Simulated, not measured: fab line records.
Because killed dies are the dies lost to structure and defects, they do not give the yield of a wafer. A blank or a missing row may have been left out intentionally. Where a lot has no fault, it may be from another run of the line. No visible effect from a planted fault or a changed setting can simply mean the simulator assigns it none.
What tool caused it? + flow berkeley_cmos170 + 14 lots, 42 wafers sampled, at 4 steps of a route of 331

== WHAT EACH GAUGE READ, for each wafer ==
UCB170_PLDD_CD_MEAS_06: target cd 1200 nm.
| lot  | measured     | on        | cd_nm (nm)           |
|------|--------------|-----------|----------------------|
| L273 | day 7 03:08  | cd_sem-02 | 1200.7 1200.6 1200.3 |
| L274 | day 7 04:07  | cd_sem-01 | 1199.5 1199.7 1201.5 |
| L276 | day 8 00:18  | cd_sem-01 | 1200.4 1198.8 1199.6 |
| L277 | day 8 00:41  | cd_sem-01 | 1199.3 1198.0 1198.0 |
| L280 | day 8 07:57  | cd_sem-02 | 1200.0 1200.1 1200.1 |
| L278 | day 8 07:10  | cd_sem-01 | 1201.7 1201.9 1200.6 |
| L281 | day 9 01:40  | cd_sem-01 | 1201.5 1200.5 1200.9 |
| L283 | day 9 15:56  | cd_sem-02 | 1199.2 1197.4 1199.4 |
| L284 | day 9 15:51  | cd_sem-02 | 1200.9 1200.5 1201.3 |
| L285 | day 9 16:10  | cd_sem-01 | 1199.9 1199.0 1198.6 |
| L286 | day 9 19:46  | cd_sem-02 | 1198.5 1198.9 1198.2 |
| L287 | day 10 11:34 | cd_sem-01 | 1202.0 1202.2 1201.1 |
| L290 | day 11 08:47 | cd_sem-02 | 1198.2 1199.0 1199.0 |
| L293 | day 11 16:43 | cd_sem-01 | 1198.4 1199.9 1197.5 |

UCB170_CONTACT_OVL_MEAS_16.
| lot  | measured     | on         | CONTACT_OVL (nm) |
|------|--------------|------------|------------------|
| L273 | day 8 04:46  | overlay-02 | 4 6 8            |
| L274 | day 8 05:02  | overlay-01 | 3 -2 1           |
| L276 | day 8 17:38  | overlay-01 | 9 8 11           |
| L277 | day 8 18:42  | overlay-02 | 6 5 4            |
| L280 | day 9 06:47  | overlay-02 | -4 -9 -4         |
| L278 | day 9 07:37  | overlay-01 | 6 6 4            |
| L281 | day 9 22:02  | overlay-02 | 5 11 8           |
| L283 | day 10 16:48 | overlay-02 | -6 -5 4          |
| L284 | day 10 16:32 | overlay-01 | 8 8 4            |
| L285 | day 10 17:15 | overlay-01 | 2 2 -6           |
| L286 | day 10 17:00 | overlay-02 | -7 -5 -8         |
| L287 | day 11 14:44 | overlay-01 | -4 2 4           |
| L290 | day 12 03:29 | overlay-01 | -2 -5 -4         |
| L293 | day 12 13:47 | overlay-01 | 12 0 5           |

UCB170_V2_CD_MEAS_12: target cd 700 nm.
| lot  | measured     | on        | cd_nm (nm)        |
|------|--------------|-----------|-------------------|
| L273 | day 8 23:23  | cd_sem-01 | 699.5 700.7 699.9 |
| L274 | day 8 23:39  | cd_sem-02 | 699.9 699.8 700.9 |
| L276 | day 9 10:42  | cd_sem-02 | 698.2 699.1 699.2 |
| L277 | day 9 11:26  | cd_sem-02 | 699.5 700.1 699.2 |
| L280 | day 9 21:28  | cd_sem-01 | 702.8 700.3 701.9 |
| L278 | day 9 21:43  | cd_sem-01 | 701.2 703.0 703.4 |
| L281 | day 10 15:26 | cd_sem-02 | 700.9 702.4 700.7 |
| L283 | day 11 08:29 | cd_sem-02 | 699.6 698.9 699.7 |
| L284 | day 11 04:38 | cd_sem-01 | 700.7 699.7 698.8 |
| L285 | day 11 08:59 | cd_sem-02 | 699.4 700.3 699.1 |
| L286 | day 11 09:04 | cd_sem-02 | 700.6 700.4 698.7 |
| L287 | day 12 03:14 | cd_sem-02 | 700.4 699.3 699.9 |
| L290 | day 12 15:36 | cd_sem-01 | 698.8 699.5 699.1 |
| L293 | day 13 00:21 | cd_sem-01 | 700.3 701.5 698.8 |

== TOOL THAT RAN EACH LOT (tool first, then ch and the chambers of the sampled wafers, then the start) ==
| lot  | UCB170_PVT_HMDS_00                |
|------|-----------------------------------|
| L273 | litho_track-01 ch 0, day 6 09:29  |
| L274 | litho_track-01 ch 0, day 6 09:55  |
| L276 | litho_track-03 ch 0, day 7 01:29  |
| L277 | litho_track-04 ch 0, day 7 06:32  |
| L280 | litho_track-03 ch 0, day 7 11:10  |
| L278 | litho_track-04 ch 0, day 7 11:19  |
| L281 | litho_track-03 ch 0, day 8 06:01  |
| L283 | litho_track-04 ch 0, day 8 21:12  |
| L284 | litho_track-01 ch 0, day 8 22:28  |
| L285 | litho_track-04 ch 0, day 8 22:42  |
| L286 | litho_track-03 ch 0, day 9 03:58  |
| L287 | litho_track-04 ch 0, day 9 15:56  |
| L290 | litho_track-04 ch 0, day 10 10:04 |
| L293 | litho_track-04 ch 0, day 11 03:35 |
- UCB170_PVT_HMDS_00: prime time 60 s.

== AS READ BY THE TOOLS THEMSELVES (means over the sampled wafers that have a number; for cases with no such wafer, the mark the record gives instead) ==
UCB170_PVT_HMDS_00.
| lot  | tool           | exhaust_pa (Pa) | prime_temp_c (C) |
|------|----------------|-----------------|------------------|
| L273 | litho_track-01 | 45.3            | 100.06           |
| L274 | litho_track-01 | 45.8            | 100.06           |
| L276 | litho_track-03 | 45.1            | 99.88            |
| L277 | litho_track-04 | 44.3            | 100.17           |
| L280 | litho_track-03 | 46.0            | 99.82            |
| L278 | litho_track-04 | 44.2            | 100.17           |
| L281 | litho_track-03 | 44.7            | 99.97            |
| L283 | litho_track-04 | 43.5            | 100.00           |
| L284 | litho_track-01 | 44.8            | 100.09           |
| L285 | litho_track-04 | 44.4            | 100.06           |
| L286 | litho_track-03 | 45.7            | 99.78            |
| L287 | litho_track-04 | 44.6            | 100.17           |
| L290 | litho_track-04 | 46.0            | 104.90           |
| L293 | litho_track-04 | 43.3            | 104.80           |

== THE ANSWER, worked out from the rows above alone ==
Rule: what is usual is taken from the lots themselves. The widest of any qualifying gaps counts: lots, ordered by their means at a reading, are off when they make up no more than a third of the lots, leave a main group of 4 or more, and stand apart from it by 3 or more times the standard deviation of that group's means. Not used: any main group whose means are identical at the precision the tables above print for the reading. A lot without any number at a reading at which 4 lots or more have one is off too. Where the step has rows for the other lots, those lots are counted as sound. The gauges are gone through in route order, then the tools' own readings, and for those a lot's mean is taken as printed above. At the first step where some lot is off, the reading lying furthest off is the one used; lots without a number count as furthest.
Off: L290, L293, at UCB170_PVT_HMDS_00 (prime_temp_c). For the main group the mean is 100.02 C and the standard deviation 0.13.
A tool fits if, at that step or a process step before it, it ran every lot that is off, and no sound lot after the first of them. One fits: litho_track-04 at UCB170_PVT_HMDS_00. A fault onset in the window from L287 (day 9 15:56, its last sound lot) to L290 (day 10 10:04, its first lot off) fits.
On the lots that are off, the tool's own readings at UCB170_PVT_HMDS_00 differ by more than 5 times the standard deviation of the sound lots' means, which bears it out; prime_temp_c reads 104.85 C there versus 100.02 C on the sound lots.

== WHAT HAD BEEN PUT IN BY THE SIMULATOR ==
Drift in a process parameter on litho_track-04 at UCB170_PVT_HMDS_00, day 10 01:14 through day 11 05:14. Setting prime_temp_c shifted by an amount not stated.
Struck lots among those shown: L290, L293. The same result came from the rule above.
